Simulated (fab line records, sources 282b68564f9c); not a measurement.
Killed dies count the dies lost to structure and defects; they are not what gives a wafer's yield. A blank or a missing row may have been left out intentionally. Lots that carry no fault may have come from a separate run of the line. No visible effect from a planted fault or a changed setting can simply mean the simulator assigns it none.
fab line records -- flow ritCmos
record lots=13, wafers=39, lastDay=7
route steps=202 shown NRETRO@55 M1@202
lots that met no fault: taken from a fault-free run of the same line
startH: hours from the record's opening day to when the first of the lot's shown wafers began -- waitH: time in hours since the lot's previous step -- " same as the row above -- L1.1+2: a row that stands for several wafers -- - value missing, or start not given -- * or withheld: withheld -- < > ~ a bound
route shown NAME@n: NAME is a module with steps in the file, n the number in the route of the first one -- usual: mean and standard deviation over wafers with no fault -- same: alike in all rows -- chamber/n: place in a boat -- sites: readings site by site -- _std_site: how widely they spread, as a standard deviation -- _edge_site: inner sites' mean taken away from outer sites' mean -- radiusMm: how far each site lies from the wafer's centre -- mask NAME#n: copy n -- behind: the most recent tool/chamber to have shaped the wafer -- hold: what put the lot on hold/how long, in hours/how the hold closed -- device: transistor that didn't switch, given as n, p or np -- end of line: tests of these same wafers at the route's end -- a step without rows: its recipe alone -- killed: dies that structure and defects cost at the first sort, which is not the same as the wafer's yield -- map: per-die view of a wafer (x killed, . not killed, _ where there is no die)
set.NAME: the setting the step ran with; set.NAME@STEP: the setting that earlier step ran with -- model.NAME: the simulator's own value behind a step, which no gauge read
steps of the route over a sample of lots; a table a step, a row a wafer
## steps
# step RIT_NRETRO_SOFTBAKE_02
# recipe resist=NOVOLAK, tempC=90, timeS=60
# usual heaterPowerTotalW=34.56/0.047, plateTempC=90.01/0.12
lot.wafer,tool,chamber,startH,waitH,heaterPowerTotalW,plateTempC
L289.1,lithoTrack-01,0,35.42,0.1,34.55,89.90
L289.3,lithoTrack-01,0,35.42,0.1,34.52,89.95
L289.6,lithoTrack-01,0,35.42,0.1,34.57,90.00
L288.1,lithoTrack-04,0,35.93,0.1,34.63,89.58
L288.4,lithoTrack-04,0,35.93,0.1,34.56,89.88
L288.5,lithoTrack-04,0,35.93,0.1,34.54,89.94
L290.3,lithoTrack-01,0,41.06,0.1,34.59,89.97
L290.4,lithoTrack-01,0,41.06,0.1,34.57,90.36
L290.5,lithoTrack-01,0,41.06,0.1,34.53,90.15
L297.4,lithoTrack-02,0,80.81,0.1,32.32,85.82
L297.5,lithoTrack-02,0,80.81,0.1,32.29,85.79
L297.6,lithoTrack-02,0,80.81,0.1,32.32,85.80
L300.1,lithoTrack-02,0,93.30,0.1,32.31,85.75
L300.2,lithoTrack-02,0,93.30,0.1,32.27,85.83
L300.6,lithoTrack-02,0,93.30,0.1,32.32,85.74
L303.1,lithoTrack-01,0,108.60,0.1,34.57,90.11
L303.4,lithoTrack-01,0,108.60,0.1,34.68,89.82
L303.5,lithoTrack-01,0,108.60,0.1,34.56,89.97
L304.1,lithoTrack-04,0,113.68,0.1,34.52,89.93
L304.3,lithoTrack-04,0,113.68,0.1,34.57,89.90
L304.5,lithoTrack-04,0,113.68,0.1,34.52,89.87
L306.2,lithoTrack-01,0,124.63,0.1,34.64,89.99
L306.5,lithoTrack-01,0,124.63,0.1,34.53,90.12
L306.6,lithoTrack-01,0,124.63,0.1,34.63,90.15
L307.1,lithoTrack-01,0,127.54,0.1,34.59,89.92
L307.3,lithoTrack-01,0,127.54,0.1,34.52,90.01
L307.5,lithoTrack-01,0,127.54,0.1,34.50,89.90
L308.1,lithoTrack-04,0,134.00,0.1,34.56,90.13
L308.5,lithoTrack-04,0,134.00,0.1,34.54,90.04
L308.6,lithoTrack-04,0,134.00,0.1,34.53,89.96
L309.2,lithoTrack-04,0,139.38,0.1,34.59,89.95
L309.5,lithoTrack-04,0,139.38,0.1,34.48,89.81
L309.6,lithoTrack-04,0,139.38,0.1,34.56,90.10
L310.1,lithoTrack-01,0,139.60,0.1,34.51,89.92
L310.2,lithoTrack-01,0,139.60,0.1,34.55,89.86
L310.4,lithoTrack-01,0,139.60,0.1,34.48,89.88
L311.4,lithoTrack-04,0,144.56,0.1,34.58,90.06
L311.5,lithoTrack-04,0,144.56,0.1,34.41,90.20
L311.6,lithoTrack-04,0,144.56,0.1,34.53,90.13
# step RIT_M1_PROBE_99
# usual killed_at_M0_to_M3=0.0/0.2, killedAtContacts=0.0/0.2, killedAtFrontEnd=6.8/2.9, killedDies=6.8/2.9, killedOpen=3.3/1.9, killedShort=3.5/2
# same grossDies=264, killed_at_M4_up=0, killedAtBackSide=0, killedAtOther=0
lot.wafer,tool,chamber,startH,waitH,killed_at_M0_to_M3,killedAtContacts,killedAtFrontEnd,killedDies,killedOpen,killedShort
L288.1,prober-01,-,69.60,0.1,0,0,4,4,2,2
L288.4,prober-01,-,69.75,0.2,0,0,7,7,1,6
L288.5,prober-01,-,69.80,0.2,0,0,7,7,2,5
L290.3,prober-01,-,74.02,0.2,0,0,12,12,7,5
L290.4,prober-01,-,74.07,0.2,0,0,6,6,1,5
L290.5,prober-01,-,74.12,0.2,0,0,4,4,2,2
L297.4,prober-02,-,117.15,0.5,0,0,7,7,2,5
L297.5,prober-02,-,117.20,0.5,1,0,7,8,4,4
L297.6,prober-02,-,117.25,0.6,0,0,8,8,4,4
L306.2,prober-01,-,155.67,0.1,0,0,3,3,1,2
L306.5,prober-01,-,155.82,0.2,0,0,5,5,4,1
L306.6,prober-01,-,155.87,0.2,1,0,6,7,4,3
L308.1,prober-01,-,163.48,0.1,0,0,7,7,5,2
L308.5,prober-01,-,163.68,0.2,0,0,14,14,7,7
L308.6,prober-01,-,163.73,0.2,0,0,2,2,1,1
L309.2,prober-02,-,169.22,0.1,0,0,9,9,4,5
L309.5,prober-02,-,169.37,0.2,0,0,11,11,7,4
L309.6,prober-02,-,169.42,0.2,0,1,4,5,1,4
L310.1,prober-01,-,171.98,0.1,0,0,6,6,2,4
L310.2,prober-01,-,172.03,0.1,0,0,7,7,3,4
L310.4,prober-01,-,172.13,0.2,1,0,2,3,2,1
# killed by level:class
L288.1 FOX1:geometricParticle:short=1 GATE:geometricParticle:short=1 SPACER:geometricParticle:open=1 SILICIDE:geometricParticle:open=1
L288.4 GATE:geometricParticle:short=3 FOX1:geometricParticle:short=1 GATE:geometricParticle:open=1 REOX:geometricParticle:short=1 SILICIDE:geometricParticle:short=1
L288.5 FOX1:geometricParticle:short=2 FOX2:geometricParticle:open=1 GATE:geometricParticle:short=1 REOX:geometricParticle:short=1 SPACER:geometricParticle:short=1 SILICIDE:geometricParticle:open=1
L290.3 SPACER:geometricParticle:open=3 FOX1:geometricParticle:short=2 SILICIDE:geometricParticle:open=2 FOX1:geometricParticle:open=1 GATE:geometricParticle:short=1 GATE:geometricParticle:open=1 REOX:geometricParticle:short=1 SILICIDE:geometricParticle:short=1
L290.4 SPACER:geometricParticle:short=3 SILICIDE:geometricParticle:short=2 SILICIDE:geometricParticle:open=1
L290.5 GATE:geometricParticle:short=2 GATE:geometricParticle:open=1 SILICIDE:geometricParticle:open=1
L297.4 FOX2:geometricParticle:short=2 SILICIDE:geometricParticle:open=2 FOX1:geometricParticle:short=1 GATE:geometricParticle:short=1 SILICIDE:geometricParticle:short=1
L297.5 SPACER:geometricParticle:open=2 FOX2:geometricParticle:open=1 FOX2:geometricParticle:short=1 GATE:geometricParticle:short=1 REOX:geometricParticle:open=1 REOX:geometricParticle:short=1 M1:geometricParticle:short=1
L297.6 FOX1:geometricParticle:open=3 REOX:geometricParticle:short=2 FOX1:geometricParticle:short=1 GATE:geometricParticle:short=1 REOX:geometricParticle:open=1
L306.2 FOX1:geometricParticle:open=1 FOX1:geometricParticle:short=1 FOX2:geometricParticle:short=1
L306.5 GATE:geometricParticle:open=2 FOX2:geometricParticle:open=1 FOX2:geometricParticle:short=1 REOX:geometricParticle:open=1
L306.6 GATE:geometricParticle:open=3 FOX1:geometricParticle:open=1 FOX2:geometricParticle:short=1 GATE:geometricParticle:short=1 M1:geometricParticle:short=1
L308.1 SPACER:geometricParticle:open=3 REOX:geometricParticle:open=2 GATE:geometricParticle:short=1 SPACER:geometricParticle:short=1
L308.5 GATE:geometricParticle:open=5 GATE:geometricParticle:short=3 REOX:geometricParticle:short=2 SPACER:geometricParticle:open=2 FOX1:geometricParticle:short=1 SPACER:geometricParticle:short=1
L308.6 FOX1:geometricParticle:short=1 GATE:geometricParticle:open=1
L309.2 FOX1:geometricParticle:short=2 FOX2:geometricParticle:open=2 GATE:geometricParticle:short=1 REOX:geometricParticle:open=1 SPACER:geometricParticle:short=1 SILICIDE:geometricParticle:short=1 SILICIDE:geometricParticle:open=1
L309.5 GATE:geometricParticle:open=4 GATE:geometricParticle:short=3 SPACER:geometricParticle:open=2 FOX1:geometricParticle:short=1 REOX:geometricParticle:open=1
L309.6 GATE:geometricParticle:short=2 FOX1:geometricParticle:short=1 SILICIDE:geometricParticle:short=1 CONTACT:geometricParticle:open=1
L310.1 REOX:geometricParticle:short=2 FOX1:geometricParticle:short=1 FOX1:geometricParticle:open=1 GATE:geometricParticle:short=1 SILICIDE:geometricParticle:open=1
L310.2 REOX:geometricParticle:open=3 FOX1:geometricParticle:short=1 FOX2:geometricParticle:short=1 GATE:geometricParticle:short=1 REOX:geometricParticle:short=1
L310.4 GATE:geometricParticle:open=1 GATE:geometricParticle:short=1 M1:geometricParticle:open=1
## key
firstSign step=RIT_NRETRO_SOFTBAKE_02, reading=heaterPowerTotalW, direction=down, sigmas=48, usual=34.56, struck=32.30
effect step=RIT_NRETRO_SOFTBAKE_02, reading=plateTempC, direction=down, sigmas=35, usual=*, struck=*
metAt RIT_NRETRO_SOFTBAKE_02
struckLots L297,L300
testerLeftOut L297,L300
fault kind=processParameterDrift, tool=lithoTrack-02, chamber=-, onsetH=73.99, steps=RIT_NRETRO_SOFTBAKE_02, channel=tempC, offset=*, shape=step, endH=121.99, actsIn=*, stated=*
# testerLeftOut: of these lots the tester's yield and bins aren't shown, on N5 and GAA mostly nor the transistor test; their killed dies are dies lost to structure and defects alone, not to doping, threshold or leakage, so they don't give the yield
